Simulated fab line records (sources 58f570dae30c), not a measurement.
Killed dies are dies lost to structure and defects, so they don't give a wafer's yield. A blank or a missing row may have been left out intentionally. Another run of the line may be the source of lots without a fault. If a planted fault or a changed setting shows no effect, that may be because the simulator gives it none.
Which of the tools did it? || flow berkeley cmos170 || 15 lots with 45 wafers sampled at 7 steps, on a route of 331 steps

## WHAT EACH GAUGE READ, for each wafer
UCB170_NVT_OVL_MEAS_06.
{"lot": "L630", "measured": "day 5 10:32", "on": "overlay-01", "NVT_OVL (nm)": "-1 0 3"}
{"lot": "L632", "measured": "day 5 10:46", "on": "overlay-01", "NVT_OVL (nm)": "-5 -5 -11"}
{"lot": "L631", "measured": "day 5 10:49", "on": "overlay-02", "NVT_OVL (nm)": "-1 4 5"}
{"lot": "L634", "measured": "day 5 20:30", "on": "overlay-02", "NVT_OVL (nm)": "0 3 0"}
{"lot": "L633", "measured": "day 5 20:44", "on": "overlay-01", "NVT_OVL (nm)": "9 4 12"}
{"lot": "L635", "measured": "day 6 09:10", "on": "overlay-02", "NVT_OVL (nm)": "7 8 2"}
{"lot": "L636", "measured": "day 6 17:05", "on": "overlay-02", "NVT_OVL (nm)": "0 9 4"}
{"lot": "L637", "measured": "day 7 03:19", "on": "overlay-02", "NVT_OVL (nm)": "-5 -5 0"}
{"lot": "L640", "measured": "day 7 10:05", "on": "overlay-01", "NVT_OVL (nm)": "0 -4 4"}
{"lot": "L638", "measured": "day 7 10:07", "on": "overlay-01", "NVT_OVL (nm)": "4 9 8"}
{"lot": "L639", "measured": "day 7 10:42", "on": "overlay-02", "NVT_OVL (nm)": "6 2 3"}
{"lot": "L644", "measured": "day 8 13:44", "on": "overlay-02", "NVT_OVL (nm)": "-3 -8 4"}
{"lot": "L648", "measured": "day 9 18:06", "on": "overlay-01", "NVT_OVL (nm)": "7 4 -3"}
{"lot": "L651", "measured": "day 10 03:16", "on": "overlay-02", "NVT_OVL (nm)": "4 -5 0"}
{"lot": "L653", "measured": "day 10 14:04", "on": "overlay-01", "NVT_OVL (nm)": "7 6 13"}

UCB170_NLDD_TW_MEAS_11.
{"lot": "L630", "measured": "day 6 06:10", "on": "film metro-04", "NLDD_TW": "2223 2231 2229"}
{"lot": "L632", "measured": "day 6 06:11", "on": "film metro-02", "NLDD_TW": "2199 2185 2176"}
{"lot": "L631", "measured": "day 6 06:45", "on": "film metro-02", "NLDD_TW": "2183 2173 2169"}
{"lot": "L634", "measured": "day 6 16:32", "on": "film metro-02", "NLDD_TW": "2184 2175 2187"}
{"lot": "L633", "measured": "day 6 15:37", "on": "film metro-01", "NLDD_TW": "2263 2274 2253"}
{"lot": "L635", "measured": "day 7 05:04", "on": "film metro-02", "NLDD_TW": "2187 2192 2190"}
{"lot": "L636", "measured": "day 7 11:59", "on": "film metro-04", "NLDD_TW": "2228 2232 2237"}
{"lot": "L637", "measured": "day 8 00:47", "on": "film metro-02", "NLDD_TW": "2174 2181 2171"}
{"lot": "L640", "measured": "day 8 11:20", "on": "film metro-01", "NLDD_TW": "2264 2258 2261"}
{"lot": "L638", "measured": "day 8 11:26", "on": "film metro-02", "NLDD_TW": "2188 2177 2183"}
{"lot": "L639", "measured": "day 8 10:25", "on": "film metro-01", "NLDD_TW": "2258 2254 2270"}
{"lot": "L644", "measured": "day 9 08:02", "on": "film metro-04", "NLDD_TW": "2225 2236 2233"}
{"lot": "L648", "measured": "day 10 13:48", "on": "film metro-04", "NLDD_TW": "2251 2244 2252"}
{"lot": "L651", "measured": "day 10 21:34", "on": "film metro-04", "NLDD_TW": "2246 2247 2235"}
{"lot": "L653", "measured": "day 11 12:26", "on": "film metro-01", "NLDD_TW": "2249 2259 2254"}

UCB170_PSD_OVL_MEAS_07.
{"lot": "L630", "measured": "day 6 12:09", "on": "overlay-01", "PSD_OVL (nm)": "3 1 5"}
{"lot": "L632", "measured": "day 6 11:53", "on": "overlay-02", "PSD_OVL (nm)": "-3 1 2"}
{"lot": "L631", "measured": "day 6 12:13", "on": "overlay-01", "PSD_OVL (nm)": "7 9 9"}
{"lot": "L634", "measured": "day 6 22:10", "on": "overlay-02", "PSD_OVL (nm)": "-2 -3 5"}
{"lot": "L633", "measured": "day 6 22:09", "on": "overlay-01", "PSD_OVL (nm)": "3 11 10"}
{"lot": "L635", "measured": "day 7 12:12", "on": "overlay-02", "PSD_OVL (nm)": "9 -3 11"}
{"lot": "L636", "measured": "day 7 18:11", "on": "overlay-01", "PSD_OVL (nm)": "-3 4 -1"}
{"lot": "L637", "measured": "day 8 06:02", "on": "overlay-01", "PSD_OVL (nm)": "-5 -4 2"}
{"lot": "L640", "measured": "day 8 15:44", "on": "overlay-01", "PSD_OVL (nm)": "4 -4 5"}
{"lot": "L638", "measured": "day 8 16:00", "on": "overlay-01", "PSD_OVL (nm)": "0 8 3"}
{"lot": "L639", "measured": "day 8 15:43", "on": "overlay-02", "PSD_OVL (nm)": "-3 0 -4"}
{"lot": "L644", "measured": "day 9 14:55", "on": "overlay-01", "PSD_OVL (nm)": "1 2 2"}
{"lot": "L648", "measured": "day 10 19:57", "on": "overlay-01", "PSD_OVL (nm)": "10 4 8"}
{"lot": "L651", "measured": "day 11 02:46", "on": "overlay-01", "PSD_OVL (nm)": "1 2 0"}
{"lot": "L653", "measured": "day 11 19:28", "on": "overlay-01", "PSD_OVL (nm)": "-2 6 4"}

UCB170_PSD_TW_MEAS_10.
{"lot": "L630", "measured": "day 6 12:26", "on": "film metro-01", "PSD_TW": "2387 2376 2383"}
{"lot": "L632", "measured": "day 6 12:11", "on": "film metro-04", "PSD_TW": "2351 2352 2349"}
{"lot": "L631", "measured": "day 6 12:32", "on": "film metro-02", "PSD_TW": "2287 2288 2287"}
{"lot": "L634", "measured": "day 6 22:28", "on": "film metro-02", "PSD_TW": "2280 2285 2292"}
{"lot": "L633", "measured": "day 6 22:26", "on": "film metro-04", "PSD_TW": "2342 2348 2345"}
{"lot": "L635", "measured": "day 7 12:29", "on": "film metro-01", "PSD_TW": "2363 2372 2374"}
{"lot": "L636", "measured": "day 7 18:28", "on": "film metro-04", "PSD_TW": "2349 2344 2350"}
{"lot": "L637", "measured": "day 8 06:19", "on": "film metro-02", "PSD_TW": "2283 2291 2291"}
{"lot": "L640", "measured": "day 8 16:02", "on": "film metro-04", "PSD_TW": "2357 2367 2370"}
{"lot": "L638", "measured": "day 8 16:17", "on": "film metro-02", "PSD_TW": "2289 2292 2297"}
{"lot": "L639", "measured": "day 8 16:00", "on": "film metro-01", "PSD_TW": "2365 2361 2360"}
{"lot": "L644", "measured": "day 9 15:12", "on": "film metro-02", "PSD_TW": "2120 2118 2120"}
{"lot": "L648", "measured": "day 10 20:14", "on": "film metro-04", "PSD_TW": "2182 2191 2177"}
{"lot": "L651", "measured": "day 11 03:03", "on": "film metro-04", "PSD_TW": "2176 2174 2179"}
{"lot": "L653", "measured": "day 11 19:46", "on": "film metro-04", "PSD_TW": "2332 2337 2330"}

UCB170_SDANNEAL_RS_MEAS_02: measurement is done with a four-point probe.
{"lot": "L630", "measured": "day 6 17:55", "on": "film metro-02", "PSD_RS (ohm/sq)": "75.42 75.70 75.27"}
{"lot": "L632", "measured": "day 6 17:26", "on": "film metro-01", "PSD_RS (ohm/sq)": "75.49 75.51 75.55"}
{"lot": "L631", "measured": "day 6 17:37", "on": "film metro-04", "PSD_RS (ohm/sq)": "75.24 75.26 75.32"}
{"lot": "L634", "measured": "day 7 02:05", "on": "film metro-02", "PSD_RS (ohm/sq)": "75.42 75.09 75.45"}
{"lot": "L633", "measured": "day 7 01:53", "on": "film metro-04", "PSD_RS (ohm/sq)": "75.46 75.40 75.39"}
{"lot": "L635", "measured": "day 7 15:31", "on": "film metro-01", "PSD_RS (ohm/sq)": "75.90 76.02 76.10"}
{"lot": "L636", "measured": "day 7 21:11", "on": "film metro-02", "PSD_RS (ohm/sq)": "75.38 75.86 75.72"}
{"lot": "L637", "measured": "day 8 09:58", "on": "film metro-04", "PSD_RS (ohm/sq)": "75.41 75.38 75.28"}
{"lot": "L640", "measured": "day 8 19:32", "on": "film metro-04", "PSD_RS (ohm/sq)": "74.92 74.97 75.09"}
{"lot": "L638", "measured": "day 8 19:41", "on": "film metro-02", "PSD_RS (ohm/sq)": "75.83 75.81 75.84"}
{"lot": "L639", "measured": "day 8 19:31", "on": "film metro-01", "PSD_RS (ohm/sq)": "75.53 75.87 75.27"}
{"lot": "L644", "measured": "day 9 18:05", "on": "film metro-01", "PSD_RS (ohm/sq)": "89.33 89.67 89.35"}
{"lot": "L648", "measured": "day 10 23:16", "on": "film metro-02", "PSD_RS (ohm/sq)": "89.97 90.29 90.11"}
{"lot": "L651", "measured": "day 11 06:31", "on": "film metro-02", "PSD_RS (ohm/sq)": "89.13 89.29 89.31"}
{"lot": "L653", "measured": "day 11 23:22", "on": "film metro-04", "PSD_RS (ohm/sq)": "75.70 76.18 75.85"}

## WHICH TOOL RAN EACH LOT (tool, then ch and the chambers of the sampled wafers, then the start)
{"lot": "L630", "UCB170_PSD_IMPLANT_08": "implanter-03 ch 0, day 6 12:11", "UCB170_PSD_STRIP_09": "plasma asher-02 ch 0,1, day 6 12:20"}
{"lot": "L632", "UCB170_PSD_IMPLANT_08": "implanter-04 ch 0, day 6 11:59", "UCB170_PSD_STRIP_09": "plasma asher-03 ch 0,1, day 6 12:05"}
{"lot": "L631", "UCB170_PSD_IMPLANT_08": "implanter-01 ch 0, day 6 12:16", "UCB170_PSD_STRIP_09": "plasma asher-02 ch 0,1, day 6 12:26"}
{"lot": "L634", "UCB170_PSD_IMPLANT_08": "implanter-04 ch 0, day 6 22:15", "UCB170_PSD_STRIP_09": "plasma asher-02 ch 0,1, day 6 22:22"}
{"lot": "L633", "UCB170_PSD_IMPLANT_08": "implanter-01 ch 0, day 6 22:12", "UCB170_PSD_STRIP_09": "plasma asher-03 ch 0,1, day 6 22:20"}
{"lot": "L635", "UCB170_PSD_IMPLANT_08": "implanter-03 ch 0, day 7 12:16", "UCB170_PSD_STRIP_09": "plasma asher-01 ch 0,1, day 7 12:24"}
{"lot": "L636", "UCB170_PSD_IMPLANT_08": "implanter-01 ch 0, day 7 18:14", "UCB170_PSD_STRIP_09": "plasma asher-03 ch 0,1, day 7 18:22"}
{"lot": "L637", "UCB170_PSD_IMPLANT_08": "implanter-04 ch 0, day 8 06:04", "UCB170_PSD_STRIP_09": "plasma asher-01 ch 0,1, day 8 06:13"}
{"lot": "L640", "UCB170_PSD_IMPLANT_08": "implanter-01 ch 0, day 8 15:49", "UCB170_PSD_STRIP_09": "plasma asher-01 ch 0,1, day 8 15:56"}
{"lot": "L638", "UCB170_PSD_IMPLANT_08": "implanter-03 ch 0, day 8 16:02", "UCB170_PSD_STRIP_09": "plasma asher-03 ch 0,1, day 8 16:11"}
{"lot": "L639", "UCB170_PSD_IMPLANT_08": "implanter-03 ch 0, day 8 15:46", "UCB170_PSD_STRIP_09": "plasma asher-03 ch 0, day 8 15:53"}
{"lot": "L644", "UCB170_PSD_IMPLANT_08": "implanter-03 ch 0, day 9 14:59", "UCB170_PSD_STRIP_09": "plasma asher-01 ch 0,1, day 9 15:07"}
{"lot": "L648", "UCB170_PSD_IMPLANT_08": "implanter-03 ch 0, day 10 20:01", "UCB170_PSD_STRIP_09": "plasma asher-01 ch 1, day 10 20:08"}
{"lot": "L651", "UCB170_PSD_IMPLANT_08": "implanter-03 ch 0, day 11 02:49", "UCB170_PSD_STRIP_09": "plasma asher-03 ch 0,1, day 11 02:56"}
{"lot": "L653", "UCB170_PSD_IMPLANT_08": "implanter-01 ch 0, day 11 19:31", "UCB170_PSD_STRIP_09": "plasma asher-01 ch 0,1, day 11 19:40"}
- UCB170_PSD_IMPLANT_08
- UCB170_PSD_STRIP_09: strips in O2.

## WHAT THE TOOLS THEMSELVES READ (means of the sampled wafers that have a number; where no wafer has one, the mark that the record gives instead)
UCB170_PSD_IMPLANT_08.
{"lot": "L630", "tool": "implanter-03", "beam on s (s)": 10.13, "end station pressure torr (Torr)": 1.23e-05, "faraday current uA": 9130}
{"lot": "L632", "tool": "implanter-04", "beam on s (s)": 9.96, "end station pressure torr (Torr)": 1.30e-05, "faraday current uA": 9292}
{"lot": "L631", "tool": "implanter-01", "beam on s (s)": 10.00, "end station pressure torr (Torr)": 1.27e-05, "faraday current uA": 9281}
{"lot": "L634", "tool": "implanter-04", "beam on s (s)": 10.05, "end station pressure torr (Torr)": 1.26e-05, "faraday current uA": 9225}
{"lot": "L633", "tool": "implanter-01", "beam on s (s)": 10.13, "end station pressure torr (Torr)": 1.31e-05, "faraday current uA": 9137}
{"lot": "L635", "tool": "implanter-03", "beam on s (s)": 10.11, "end station pressure torr (Torr)": 1.31e-05, "faraday current uA": 9177}
{"lot": "L636", "tool": "implanter-01", "beam on s (s)": 10.03, "end station pressure torr (Torr)": 1.26e-05, "faraday current uA": 9203}
{"lot": "L637", "tool": "implanter-04", "beam on s (s)": 10.01, "end station pressure torr (Torr)": 1.33e-05, "faraday current uA": 9268}
{"lot": "L640", "tool": "implanter-01", "beam on s (s)": 9.91, "end station pressure torr (Torr)": 1.24e-05, "faraday current uA": 9298}
{"lot": "L638", "tool": "implanter-03", "beam on s (s)": 10.15, "end station pressure torr (Torr)": 1.25e-05, "faraday current uA": 9120}
{"lot": "L639", "tool": "implanter-03", "beam on s (s)": 10.02, "end station pressure torr (Torr)": 1.24e-05, "faraday current uA": 9245}
{"lot": "L644", "tool": "implanter-03", "beam on s (s)": 7.74, "end station pressure torr (Torr)": 1.34e-05, "faraday current uA": 11959}
{"lot": "L648", "tool": "implanter-03", "beam on s (s)": 7.70, "end station pressure torr (Torr)": 1.28e-05, "faraday current uA": 12020}
{"lot": "L651", "tool": "implanter-03", "beam on s (s)": 7.69, "end station pressure torr (Torr)": 1.30e-05, "faraday current uA": 12029}
{"lot": "L653", "tool": "implanter-01", "beam on s (s)": 10.04, "end station pressure torr (Torr)": 1.26e-05, "faraday current uA": 9190}

UCB170_PSD_STRIP_09.
{"lot": "L630", "tool": "plasma asher-02", "drypump motor current A (A)": 6.3, "oes product au (a.u.)": 0.602, "strip time to endpoint s (s)": 29.44}
{"lot": "L632", "tool": "plasma asher-03", "drypump motor current A (A)": 5.5, "oes product au (a.u.)": 0.602, "strip time to endpoint s (s)": 29.42}
{"lot": "L631", "tool": "plasma asher-02", "drypump motor current A (A)": 6.3, "oes product au (a.u.)": 0.605, "strip time to endpoint s (s)": 29.59}
{"lot": "L634", "tool": "plasma asher-02", "drypump motor current A (A)": 6.3, "oes product au (a.u.)": 0.601, "strip time to endpoint s (s)": 29.26}
{"lot": "L633", "tool": "plasma asher-03", "drypump motor current A (A)": 6.0, "oes product au (a.u.)": 0.598, "strip time to endpoint s (s)": 29.46}
{"lot": "L635", "tool": "plasma asher-01", "drypump motor current A (A)": 5.2, "oes product au (a.u.)": 0.605, "strip time to endpoint s (s)": 29.43}
{"lot": "L636", "tool": "plasma asher-03", "drypump motor current A (A)": 5.5, "oes product au (a.u.)": 0.601, "strip time to endpoint s (s)": 29.40}
{"lot": "L637", "tool": "plasma asher-01", "drypump motor current A (A)": 5.4, "oes product au (a.u.)": 0.597, "strip time to endpoint s (s)": 29.38}
{"lot": "L640", "tool": "plasma asher-01", "drypump motor current A (A)": 5.2, "oes product au (a.u.)": 0.601, "strip time to endpoint s (s)": 29.50}
{"lot": "L638", "tool": "plasma asher-03", "drypump motor current A (A)": 5.6, "oes product au (a.u.)": 0.602, "strip time to endpoint s (s)": 29.36}
{"lot": "L639", "tool": "plasma asher-03", "drypump motor current A (A)": 6.5, "oes product au (a.u.)": 0.598, "strip time to endpoint s (s)": 29.46}
{"lot": "L644", "tool": "plasma asher-01", "drypump motor current A (A)": 5.2, "oes product au (a.u.)": 0.640, "strip time to endpoint s (s)": 26.87}
{"lot": "L648", "tool": "plasma asher-01", "drypump motor current A (A)": 5.5, "oes product au (a.u.)": 0.634, "strip time to endpoint s (s)": 26.78}
{"lot": "L651", "tool": "plasma asher-03", "drypump motor current A (A)": 6.0, "oes product au (a.u.)": 0.637, "strip time to endpoint s (s)": 26.98}
{"lot": "L653", "tool": "plasma asher-01", "drypump motor current A (A)": 5.4, "oes product au (a.u.)": 0.602, "strip time to endpoint s (s)": 29.47}

## THE ANSWER, worked out from the rows above alone
Rule: what is usual is taken from the lots themselves. The widest of any qualifying gaps counts: lots, ordered by their means at a reading, are off when they make up no more than a third of the lots, leave a main group of 4 or more, and stand apart from it by 3 or more times the standard deviation of that group's means. If all means in a main group match to the digits the tables above print for the reading, that group is not used. Also off: a lot with no number at a reading for which 4 or more lots have one. All remaining lots with rows at the step are treated as sound. After the gauges, taken in route order, come the tools' own readings; for these a lot's mean is taken, as printed above. The first step at which some lot is off is used, and at that step the reading that is off furthest; a lot without a number counts as furthest.
Off: L644, L648, L651, seen at UCB170_SDANNEAL_RS_MEAS_02 (PSD_RS). The main group has a mean of 75.52 ohm/sq with a standard deviation of 0.28.
A tool fits if, at a process step before that reading, it ran every lot that is off, and no sound lot after the first of them. Not tried: the gauges at UCB170_SDANNEAL_RS_MEAS_02; whatever is off there is also off at UCB170_PSD_IMPLANT_08, on other tools, and gauge error can't account for it. One fits: implanter-03 at UCB170_PSD_IMPLANT_08. Its last sound lot is L638 (day 8 16:02), its first lot that is off L644 (day 9 14:59): a fault that began between those two fits.
The tool's own readings at UCB170_PSD_IMPLANT_08 bear it out: on the lots that are off they differ by more than 5 times the standard deviation of the sound lots' means. beam on s reads 7.71 s there against 10.04 s on the sound lots; faraday current uA reads 12003 there against 9214 on the sound lots.

## WHAT THE SIMULATOR PUT IN
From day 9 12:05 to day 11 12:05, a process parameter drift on implanter-03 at UCB170_PSD_IMPLANT_08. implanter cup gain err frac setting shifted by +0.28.
Struck lots among those shown: L644, L648, L651. The rule given above showed the same thing.
